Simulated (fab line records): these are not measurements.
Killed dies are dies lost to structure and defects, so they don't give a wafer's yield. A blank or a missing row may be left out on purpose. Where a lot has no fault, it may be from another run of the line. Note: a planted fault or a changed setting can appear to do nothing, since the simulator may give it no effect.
Split-lot trial -- flow berkeley cmos170 -- on a route of 331 steps: 5 lots, 23 wafers read

ON THE SPLIT
At UCB170_M2_METAL_ETCH_18 (etches Al in Cl2/BCl3, stops on SiO2, target depth 1170 nm, time 195 s), the setting icp w was moved away from the recipe's 600 W on 6 of the 23 wafers read, by -8.7% to +8.7%. This setting was run at the recipe's value on the other wafers.

The file shows no step between the split and the reading.

THE READING
oes product au, in a.u., at UCB170_M2_STRIP_19 (strips in O2). Typical for fault-free wafers on this fab line: 0.542 a.u., with standard deviation 0.015 a.u.

wafer,"tool, chamber at the split","icp w as run, W",against the recipe,"oes product au, a.u.",against lot-mates on the recipe
L078.1,"rie metal-03, 1",547.7,-8.7%,0.606,+0.056
L078.2,"rie metal-03, 0",600,recipe,0.546,-
L078.3,"rie metal-03, 0",547.7,-8.7%,0.600,+0.050
L078.4,"rie metal-03, 1",600,recipe,0.557,-
L078.6,"rie metal-03, 1",600,recipe,0.548,-
L079.2,"rie metal-04, 1",600,recipe,0.511,-
L079.3,"rie metal-04, 0",600,recipe,0.529,-
L079.6,"rie metal-04, 0",600,recipe,0.535,-
L081.1,"rie metal-04, 0",600,recipe,0.541,-
L081.2,"rie metal-04, 1",600,recipe,0.527,-
L081.3,"rie metal-04, 1",600,recipe,0.528,-
L081.5,"rie metal-04, 1",600,recipe,0.530,-
L081.6,"rie metal-04, 0",600,recipe,0.544,-
L084.1,"rie metal-01, 1",600,recipe,0.546,-
L084.2,"rie metal-01, 0",600,recipe,0.516,-
L084.4,"rie metal-01, 1",631.4,+5.2%,0.518,-0.015
L084.5,"rie metal-01, 1",631.4,+5.2%,0.520,-0.013
L084.6,"rie metal-01, 0",600,recipe,0.537,-
L085.1,"rie metal-03, 1",600,recipe,0.560,-
L085.2,"rie metal-03, 0",600,recipe,0.559,-
L085.3,"rie metal-03, 0",652.1,+8.7%,0.511,-0.048
L085.4,"rie metal-03, 1",652.1,+8.7%,0.511,-0.048
L085.6,"rie metal-03, 1",600,recipe,0.557,-

FIT RESULTS
A straight line over all 23 wafers: oes product au changes by -0.00518 a.u. for each +1% of icp w; r = -0.82; the points scatter about the line by 0.015 a.u.
The same after taking each lot's own level away (the mean of its wafers on the recipe; 23 wafers): -0.00534 a.u. for each +1%; r = -0.93; scatter 0.0086 a.u.
The reading moves by 0.047 a.u. for the largest change in icp w, on that fit.
Measured against the standard deviation above, the lots' own levels, which go from 0.5250 to 0.5587 a.u., span 2.2 times it.
Consequently the slope shifts little with the lot-to-lot level, the two slopes agreeing.
Check: for one of the wafers moved furthest among these (-8.7%), held out of the fit, the line's prediction against its lot-mates is +0.0453 a.u. Against them it came out at +0.0557 a.u.
Tool readings at the split's step, against how far the setting was moved: oes product au r = +0.25.

THE OTHER SPLITS THESE WAFERS WENT THROUGH
Other splits were also applied to these wafers ahead of the reading. Each is held against what the fit with the lots' levels taken away leaves over:
other split on the same wafers,wafers away from the commonest value,r with oes product au (lot level and that fit taken away)
UCB170_V1_EXPOSE_09 dose mj,5,-0.11
UCB170_M2_SPUTTER_01 time s,8,+0.31
UCB170_M2_PEB_13 peb temp c,8,+0.32

THE WHOLE CHAIN: every reading that the file lists as answering this split, in the file's order
step,what it does,reading,change (the file's fit),r (the file's)
UCB170_M2_METAL_ETCH_18,"etches Al in Cl2/BCl3, stops on SiO2, target depth 1170 nm, time 195 s","KrF_of_M2_COAT_10.thk nm (the simulator's own value, which no gauge read)",-5.08 nm for each +1% of the setting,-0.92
UCB170_M2_STRIP_19,strips in O2,oes product au,-0.00533 a.u. for each +1% of the setting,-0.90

THE FILE'S OWN FIT
oes product au changes by -0.00533 a.u. for each +1% of icp w, r = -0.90.
